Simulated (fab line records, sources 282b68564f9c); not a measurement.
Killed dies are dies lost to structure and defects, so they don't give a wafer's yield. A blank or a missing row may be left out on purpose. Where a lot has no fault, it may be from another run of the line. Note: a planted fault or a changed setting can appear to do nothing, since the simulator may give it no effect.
One fault seen from 2 desks ; flow rit_cmos ; every desk sees just its own numbers, and what lay behind them comes last

== DESK OF THE TOOL OWNER: implanter-03 ==
For each lot that ran on this tool, the mean over its sampled wafers that have a number, from the tool's own readings at RIT_PLDD_IMPLANT_08. A lot is out of limits, marked OUT, if its mean lies more than 4 standard deviations from the usual mean; the brackets give that distance.
Columns: A = tilt_deg at RIT_PLDD_IMPLANT_08, usual 7.007 degrees
lot;first seen here;A
L831;day 3 23:42;7.018
L834;day 4 15:02;6.974
L835;day 4 15:14;7.027
L839;day 5 18:08;7.011
L840;day 5 21:55;6.988
L844;day 6 17:45;6.981
L847;day 7 05:11;7.036
This desk found nothing out of limits on any of the 7 lots.

== THE METROLOGY DESK ==
What the gauges read, lot by lot, whatever tool the lot ran on: means of the sampled wafers that have a number. A lot is out of limits, marked OUT, if its mean lies more than 4 standard deviations from the usual mean; the brackets give that distance.
Columns: A = PLDD_RS at RIT_SDANNEAL_RS_MEAS_06, usual 178.5 ohm/sq
lot;first seen here;A
L827;day 3 12:41;177.9
L830;day 4 02:40;178.6
L831;day 4 06:15;179.3
L832;day 4 06:40;179.1
L834;day 4 21:49;179.0
L835;day 4 22:56;178.3
L836;day 5 09:50;178.1
L839;day 6 00:46;178.8
L840;day 6 04:52;178.4
L841;day 6 16:30;178.2
L844;day 7 01:10;182.2 (+7.0) OUT
L847;day 7 12:22;183.1 (+8.7) OUT
L848;day 7 16:26;177.9
L849;day 7 19:16;178.5
This desk's finding: out of limits on L844, L847; first on L844, day 7 01:10 (PLDD_RS at RIT_SDANNEAL_RS_MEAS_06). In limits: L827, L830, L831, L832, L834, L835, L836, L839, L840, L841, L848, L849.

== TAKEN TOGETHER ==
L844, L847 would have let the metrology desk raise an alarm at day 7 01:10.
The tool owner's desk saw nothing out of limits.
On record at the tool owner's desk: L844, L847, within its limits.
All the named lots went through RIT_PLDD_IMPLANT_08 on implanter-03.

== WHAT WAS PUT IN BY THE SIMULATOR ==
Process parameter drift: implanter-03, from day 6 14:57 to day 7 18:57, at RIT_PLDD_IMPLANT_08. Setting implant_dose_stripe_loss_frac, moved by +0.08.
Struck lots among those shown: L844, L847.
Per desk, hours elapsed from the start of the fault to the first reading out of limits: for the metrology desk, 10.
